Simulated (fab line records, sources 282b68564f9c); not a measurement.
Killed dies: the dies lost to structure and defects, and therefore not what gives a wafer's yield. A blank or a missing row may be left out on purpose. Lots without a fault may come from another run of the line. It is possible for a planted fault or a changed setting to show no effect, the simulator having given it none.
Comparing a struck lot with a sound one ; flow rit-cmos ; 17 out of 202 route steps
Sound: these wafers, L485.2, L485.4, L485.6. Wafers L491.1, L491.3, L491.4 were the ones struck. Last of all comes the cause.
Order at every step that has rows: each side's tool, ch and its chambers, its first start. Under that, the readings that differ: sound wafers ; struck wafers ; difference of the means ; sigmas: that difference in standard deviations of wafers without a fault.
alike: readings whose means differ by less than 2 such deviations, and words and numbers that are the same on both sides. not compared: withheld readings, readings that some wafer has no value for, bounds like >300 that may hide the same value, and numbers for which the record gives no deviation and whose values overlap.
The two part at a step that has a row with sigmas, a row that says differs or no value, or rows on one side only. Numbers that have no deviation but don't overlap get no sigmas and don't part them. A reading that every wafer of one side lacks parts them only if that side has two wafers or more.

first, 1 step without rows for these wafers: RIT_PSD_IMPLANT_08.
RIT_PSD_STRIP_09: strips in O2, time 180 s.
  sound on plasma-asher-02 ch 0,1, day 4 08:25; struck on plasma-asher-01 ch 0,1, day 5 15:47
  alike: drypump-motor-current-A, rf-refl-power-W
  not compared: rf-hours-counter-h
RIT_PSD_TW_MEAS_10:
  sound on film-metro-01 at day 4 08:37; struck on film-metro-03 at day 5 15:58
reading;sound;struck;difference;sigmas
PSD_TW;3461 3474 3449;3374 3372 3384;-85;-3
then, 3 steps without rows for these wafers: RIT_SDANNEAL_CLEAN_00 (cleans in SC1, time 572.4 s); RIT_SDANNEAL_CLEAN_01 (cleans in dHF, time 30 s); RIT_SDANNEAL_CLEAN_02 (cleans in SC2, time 600 s).
RIT_SDANNEAL_RTA_03: time 5 s.
  sound on rtp-anneal-01 ch 0, day 4 09:04; struck on rtp-anneal-01 ch 0, day 5 16:25
  alike: wafer_temp_C_max
RIT_SDANNEAL_RS_MEAS_04: measures by four-point-probe.
  sound on film-metro-03 at day 4 09:11; struck on film-metro-02 at day 5 16:29
  alike: PSD_RS
RIT_SDANNEAL_RS_MEAS_05: measures by four-point-probe.
  sound on film-metro-03 at day 4 09:18; struck on film-metro-02 at day 5 16:36
  alike: NSD_RS
RIT_SDANNEAL_RS_MEAS_06: measures by four-point-probe.
  sound on film-metro-03 at day 4 09:25; struck on film-metro-02 at day 5 16:43
  alike: PLDD_RS
RIT_SDANNEAL_RS_MEAS_07: measures by four-point-probe.
  sound on film-metro-03 at day 4 09:32; struck on film-metro-02 at day 5 16:50
  alike: NLDD_RS
then, 1 step without rows for these wafers: RIT_SILICIDE_WET_ETCH_00 (etches SiO2 in BOE, target depth 14 nm, time 15 s).
RIT_SILICIDE_SPUTTER_01: material Ti, target thk 30 nm, time 240 s.
  sound on pvd-sputter-01 at day 4 09:39; struck on pvd-sputter-01 at day 5 16:58
reading;sound;struck;difference;sigmas
model.Ti_of_SILICIDE_SPUTTER_01.thk-nm (nm);30.15 30.44 30.46;27.54 27.29 27.41;-2.94;
  alike: throttle-valve-pct
RIT_SILICIDE_RS_MEAS_02: measures by four-point-probe.
  sound on film-metro-02 at day 4 09:49; struck on film-metro-04 at day 5 17:07
reading;sound;struck;difference;sigmas
SILICIDE_TI_RS (ohm/sq);44.6 44.0 44.1;49.8 50.4 50.2;+5.9;+10
RIT_SILICIDE_THK_MEAS_03: measures by xrf.
  sound on film-metro-02 at day 4 09:56; struck on film-metro-04 at day 5 17:14
reading;sound;struck;difference;sigmas
SILICIDE_TI_THK (nm);30.0 30.4 30.2;27.4 27.0 27.2;-3.0;-9
RIT_SILICIDE_RTA_04: time 10 s, ramp up 5 s, ramp down 5 s.
  sound on rtp-anneal-02 ch 0, day 4 09:59; struck on rtp-anneal-02 ch 0, day 5 17:18
  alike: wafer_temp_C_max
RIT_M1_PROBE_99:
  sound on prober-02 at day 4 16:52; struck on prober-02 at day 6 00:05
reading;sound;struck;difference;sigmas
model.etest.npoly-line.line-ohm-um;170.3 168.8 167.1;174.5 177.6 173.7;+6.5;
model.etest.ppoly-line.line-ohm-um;165.9 160.4 157.9;166.3 166.6 166.3;+5.0;
model.etest.contact-nplus.end-ohm-um;40.75 42.36 40.83;37.86 37.11 38.52;-3.48;
model.etest.contact-pplus.end-ohm-um;43.58 44.49 44.08;40.99 42.54 42.87;-1.92;
model.etest.npoly-line.rs-ohm-sq;16.98 16.8 16.72;18.12 18.25 18.2;+1.36;
model.etest.ppoly-line.rs-ohm-sq;16.32 16.24 16.27;17.32 17.51 17.44;+1.15;
model.etest.npoly-sal.rs-ohm-sq;4.307 4.297 4.314;4.678 4.727 4.701;+0.396;
model.etest.ppoly-sal.rs-ohm-sq;4.275 4.221 4.247;4.597 4.643 4.619;+0.372;
  alike: killed-at-front-end, killed-dies, killed-open, killed-short

WHERE THEY PART
Last at RIT_SILICIDE_THK_MEAS_03 as far as this record goes, first at RIT_PSD_TW_MEAS_10. Later steps at which nothing parts them and some readings are alike: RIT_SILICIDE_RTA_04, RIT_M1_PROBE_99.

WHY: what the simulator had put in
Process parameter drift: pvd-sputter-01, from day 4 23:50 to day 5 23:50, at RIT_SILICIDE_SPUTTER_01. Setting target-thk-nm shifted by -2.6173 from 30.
